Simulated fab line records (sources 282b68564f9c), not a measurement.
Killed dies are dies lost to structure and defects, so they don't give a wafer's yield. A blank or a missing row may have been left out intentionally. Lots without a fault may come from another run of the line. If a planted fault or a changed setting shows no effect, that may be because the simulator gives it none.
fab line records ; flow ritCmos ; part 2 of 2: steps 38 to 43 of 43
[record] lots = 6; wafers = 18; lastDay = 7
route steps=202 shown SDANNEAL@156 PSD@157 NSD@158 PLDD@159 NLDD@160 SILICIDE@161 CONTACT@168 M1@184
lots that met no fault: from a run of the same line without faults
startH: hours from the record's opening day to when the first of the lot's shown wafers began ; waitH: hours since the lot's step before ; " the same as in the row above ; L1.1+2: several wafers, shown together as one row ; - no value, or no start given ; * or withheld: withheld ; < > ~ a bound
route shown NAME@n: names a module that has steps shown in the file, with the first one's number in the route ; usual: average and standard deviation across the fault-free wafers ; same: alike in all rows ; chamber/n: place in a boat ; sites: per-site readings ; _std_site: their standard deviation ; _edge_site: the outer-site mean with the inner-site mean subtracted ; radiusMm: for every site, how far away it sits from the centre of the wafer ; mask NAME#n: copy n ; behind: tool/chamber where the wafer was last shaped ; hold: why the lot went on hold/how many hours it stayed there/how the hold came to an end ; device: the n, p or np transistor that did not switch ; end of line: the tests these same wafers got at the end of their route ; step lacking rows: just its recipe ; killed: not the wafer's yield, but the dies lost to structure and defects at the first sort ; map: per-die view of a wafer (x killed, . not killed, _ where there is no die)
set.NAME: setting as actually run; set.NAME@STEP: the setting as run at that earlier step ; model.NAME: the simulator's own value behind a step, which no gauge read
lots at some steps of the route; a table a step, a row a wafer
services: from which hour (startH, from the record's first day; less than 0 if before it) a tool's chamber was out of use, for how many hours, and why
[[steps]]
[step RIT_M1_CD_MEAS_09]
[recipe] targetCdNm = 2600
[usual] cdNm = 2600.1/1.9
lot.wafer;tool;chamber;startH;waitH;cdNm
L887.2;cdSem-01;-;57.26;-;2597.7
L887.3;cdSem-01;-;57.26;-;2597.9
L887.6;cdSem-01;-;57.26;-;2598.9
L891.2;cdSem-02;-;76.87;-;2602.1
L891.4;cdSem-02;-;76.87;-;2601.6
L891.5;cdSem-02;-;76.87;-;2603.0
L896.2;cdSem-02;-;108.37;-;2600.0
L896.3;cdSem-02;-;108.37;-;2600.8
L896.4;cdSem-02;-;108.37;-;2601.7
L899.2;cdSem-01;-;135.41;-;2598.9
L899.4;cdSem-01;-;135.41;-;2600.0
L899.5;cdSem-01;-;135.41;-;2600.6
L904.2;cdSem-01;-;151.92;-;2598.2
L904.4;cdSem-01;-;151.92;-;2601.0
L904.6;cdSem-01;-;151.92;-;2600.2
L910.2;cdSem-01;-;174.98;-;2602.0
L910.3;cdSem-01;-;174.98;-;2604.5
L910.5;cdSem-01;-;174.98;-;2604.1
[step RIT_M1_OVL_MEAS_10]
[usual] M1_OVL = -1.3/1.8
lot.wafer;tool;chamber;startH;waitH;M1_OVL[nm]
L887.2;overlay-02;-;57.37;0.1;-1.3
L887.3;overlay-02;-;57.37;0.1;0.4
L887.6;overlay-02;-;57.37;0.1;0.5
L891.2;overlay-01;-;76.98;0.1;-2.2
L891.4;overlay-01;-;76.98;0.1;-1.4
L891.5;overlay-01;-;76.98;0.1;-3.4
L896.2;overlay-02;-;108.48;0.1;-1.6
L896.3;overlay-02;-;108.48;0.1;-2.6
L896.4;overlay-02;-;108.48;0.1;-2.3
L899.2;overlay-01;-;135.51;0.1;-1.2
L899.4;overlay-01;-;135.51;0.1;-0.8
L899.5;overlay-01;-;135.51;0.1;-2.4
L904.2;overlay-01;-;152.02;0.1;-0.2
L904.4;overlay-01;-;152.02;0.1;-0.7
L904.6;overlay-01;-;152.02;0.1;-0.6
L910.2;overlay-01;-;175.09;0.1;0.8
L910.3;overlay-01;-;175.09;0.1;0.5
L910.5;overlay-01;-;175.09;0.1;1.3
[step RIT_M1_HARDBAKE_11]
[recipe] resist = NOVOLAK; tempC = 140; timeS = 120
[step RIT_M1_METAL_ETCH_12]
[recipe] stopOn = SiO2; chemistry = Cl2/BCl3; target = Al; timeS = 165; overEtchFrac = 0.5; pressureMtorr = 100; targetDepthA = 6000; rfW = 255.1; Cl2_flow_sccm = 60; bcl3FlowSccm = 50
[usual] drypumpMotorCurrentA = 5.7/0.33; oesProductAu = 0.785/0.011; throttleValvePct = 8.23/0.077
lot.wafer;tool;chamber;startH;waitH;drypumpMotorCurrentA;oesProductAu;rfHoursCounterH;throttleValvePct;model.SiO2_of_CONTACT_CVD_00.thkNm
L887.2;rieMetal-04;0;57.94;0.2;5.6;0.771;0.6;8.22;357
L887.3;rieMetal-04;1;57.94;0.2;5.3;0.795;-;8.14;355.8
L887.6;rieMetal-04;0;57.94;0.2;5.6;0.771;-;8.20;357.4
L891.2;rieMetal-03;1;77.26;0.2;5.7;0.800;2.5;8.34;361.1
L891.4;rieMetal-03;0;77.26;0.2;6.1;0.782;-;8.15;366.7
L891.5;rieMetal-03;0;77.26;0.2;6.1;0.785;-;8.14;367.2
L896.2;rieMetal-04;1;108.76;0.2;5.3;0.798;1.1;8.12;346.7
L896.3;rieMetal-04;1;108.76;0.2;5.3;0.788;-;8.14;355.8
L896.4;rieMetal-04;0;108.76;0.2;5.6;0.778;-;8.20;354.3
L899.2;rieMetal-04;0;135.79;0.2;5.6;0.779;1.3;8.20;346.9
L899.4;rieMetal-04;0;135.79;0.2;5.5;0.775;-;8.20;352.9
L899.5;rieMetal-04;1;135.79;0.2;5.3;0.799;-;8.14;354.9
L904.2;rieMetal-02;1;152.30;0.2;6.3;0.794;5.6;8.25;360.5
L904.4;rieMetal-02;1;152.30;0.2;6.3;0.793;-;8.25;366.6
L904.6;rieMetal-02;0;152.30;0.2;5.5;0.781;-;8.31;364.9
L910.2;rieMetal-03;0;175.37;0.2;6.1;0.797;4.0;8.13;357.1
L910.3;rieMetal-03;0;175.37;0.2;6.1;0.788;-;8.15;358.5
L910.5;rieMetal-03;0;175.37;0.2;6.1;0.781;-;8.15;365.7
[step RIT_M1_STRIP_13]
[recipe] chemistry = nmp; resist = NOVOLAK; tempC = 80; timeS = 600; dry = n2Spin
[step RIT_M1_PROBE_99]
[usual] killedAtFrontEnd = 6.6/2.9; killedDies = 6.7/3; killedOpen = 3.5/2.1; killedShort = 3.2/1.8
[same] grossDies = 264; killed_at_M0_to_M3 = 0; killed_at_M4_up = 0; killedAtBackSide = 0; killedAtContacts = 0; killedAtOther = 0
lot.wafer;tool;chamber;startH;waitH;killedAtFrontEnd;killedDies;killedOpen;killedShort
L887.2;prober-02;-;61.25;0.1;9;9;5;4
L887.3;prober-02;-;61.30;0.2;9;9;4;5
L887.6;prober-02;-;61.45;0.2;4;4;2;2
L891.2;prober-01;-;79.56;0.1;14;14;9;5
L891.4;prober-01;-;79.66;0.2;10;10;6;4
L891.5;prober-01;-;79.71;0.2;9;9;9;0
L896.2;prober-01;-;111.06;0.1;5;5;3;2
L896.3;prober-01;-;111.11;0.2;8;8;5;3
L896.4;prober-01;-;111.16;0.2;9;9;6;3
L910.2;prober-02;-;177.67;0.1;5;5;2;3
L910.3;prober-02;-;177.72;0.2;5;5;0;5
L910.5;prober-02;-;177.82;0.2;9;9;6;3
// killed by level:class
L887.2 FOX2:geometricParticle:open=4 GATE:geometricParticle:short=2 SPACER:geometricParticle:short=2 GATE:geometricParticle:open=1
L887.3 FOX2:geometricParticle:open=2 FOX1:geometricParticle:short=1 FOX2:geometricParticle:short=1 GATE:geometricParticle:open=1 REOX:geometricParticle:short=1 SPACER:geometricParticle:short=1 SILICIDE:geometricParticle:open=1 SILICIDE:geometricParticle:short=1
L887.6 REOX:geometricParticle:open=2 GATE:geometricParticle:short=1 SILICIDE:geometricParticle:short=1
L891.2 GATE:geometricParticle:open=3 SPACER:geometricParticle:open=3 SILICIDE:geometricParticle:open=3 REOX:geometricParticle:short=2 FOX1:geometricParticle:short=1 GATE:geometricParticle:short=1 SILICIDE:geometricParticle:short=1
L891.4 FOX1:geometricParticle:open=3 GATE:geometricParticle:open=2 SILICIDE:geometricParticle:short=2 FOX1:geometricParticle:short=1 SPACER:geometricParticle:short=1 SILICIDE:geometricParticle:open=1
L891.5 SILICIDE:geometricParticle:open=3 FOX2:geometricParticle:open=2 REOX:geometricParticle:open=2 GATE:geometricParticle:open=1 SPACER:geometricParticle:open=1
L896.2 GATE:geometricParticle:open=2 REOX:geometricParticle:short=1 SPACER:geometricParticle:open=1 SPACER:geometricParticle:short=1
L896.3 FOX1:geometricParticle:open=2 GATE:geometricParticle:open=2 FOX1:geometricParticle:short=1 GATE:geometricParticle:short=1 REOX:geometricParticle:short=1 REOX:geometricParticle:open=1
L896.4 FOX1:geometricParticle:open=3 GATE:geometricParticle:open=2 GATE:geometricParticle:short=1 REOX:geometricParticle:short=1 SPACER:geometricParticle:short=1 SPACER:geometricParticle:open=1
L910.2 FOX1:geometricParticle:short=1 FOX2:geometricParticle:open=1 GATE:geometricParticle:short=1 GATE:geometricParticle:open=1 SPACER:geometricParticle:short=1
L910.3 GATE:geometricParticle:short=4 FOX2:geometricParticle:short=1
L910.5 GATE:geometricParticle:short=3 GATE:geometricParticle:open=2 FOX1:geometricParticle:open=1 FOX2:geometricParticle:open=1 SPACER:geometricParticle:open=1 SILICIDE:geometricParticle:open=1
[[services]]
tool;chamber;startH;hours;kind
plasmaAsher-02;-;39.68;0.8;repair
pecvd-04;1;60.78;7.9;repair
rieDiel-01;2;64.04;10.2;repair
pecvd-01;-;80.65;2.8;pm
rieDiel-03;2;81.55;8.1;repair
rieDiel-04;-;90.44;2.9;repair
pecvd-01;-;92.57;5.9;repair
rtpAnneal-01;-;96.00;3.4;pm
pecvd-04;0;103.91;40.3;repair
rieMetal-03;-;104.31;1.9;repair
rieDiel-03;1;104.77;2.6;repair
pecvd-03;2;105.58;4.4;repair
plasmaAsher-01;-;108.75;9.0;pm
plasmaAsher-02;-;111.76;0.5;repair
rieMetal-03;-;125.46;15.6;pm
plasmaAsher-02;-;127.91;2.8;pm
rieDiel-03;1;134.34;5.9;repair
pvdSputter-02;-;143.40;3.7;repair
rieDiel-04;3;147.36;4.4;repair
pvdSputter-01;-;159.56;1.3;repair
rieDiel-03;2;161.99;16.0;repair
pecvd-04;-;162.36;3.0;repair
pecvd-01;-;166.63;0.8;repair
pvdSputter-02;-;169.65;0.6;repair
[[key]]
[firstSign] step = RIT_CONTACT_THK_MEAS_01; reading = CONTACT_TEOS_THK; direction = down; sigmas = 1.9; usual = 398; struck = 389
effect none on later readings
[modelEffect] step = RIT_CONTACT_CVD_00; value = SiO2_of_CONTACT_CVD_00.thkNm; without = 398.6; struck = 388.6
[modelEffect] step = RIT_CONTACT_ETCH_11; value = CONTACT.featureDepthNm; without = 398.6; struck = 388.6
[modelEffect] step = RIT_M1_METAL_ETCH_12; value = SiO2_of_CONTACT_CVD_00.thkNm; without = 362; struck = 351.9
metAt RIT_CONTACT_CVD_00
struckWafers L896.2,L896.3,L896.4,L899.2,L899.4,L899.5
testerLeftOut L896,L899
onsetBetween 53.42 104.51
[fault] kind = processParameterDrift; tool = pecvd-03; chamber = -; onsetH = 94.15; steps = RIT_CONTACT_CVD_00; channel = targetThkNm; offset = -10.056; shape = step; endH = 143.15; stated = 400
// testerLeftOut: of these lots the tester's yield and bins aren't shown, on N5 and GAA mostly nor the transistor test; their killed dies are dies lost to structure and defects alone, not to doping, threshold or leakage, so they don't give the yield
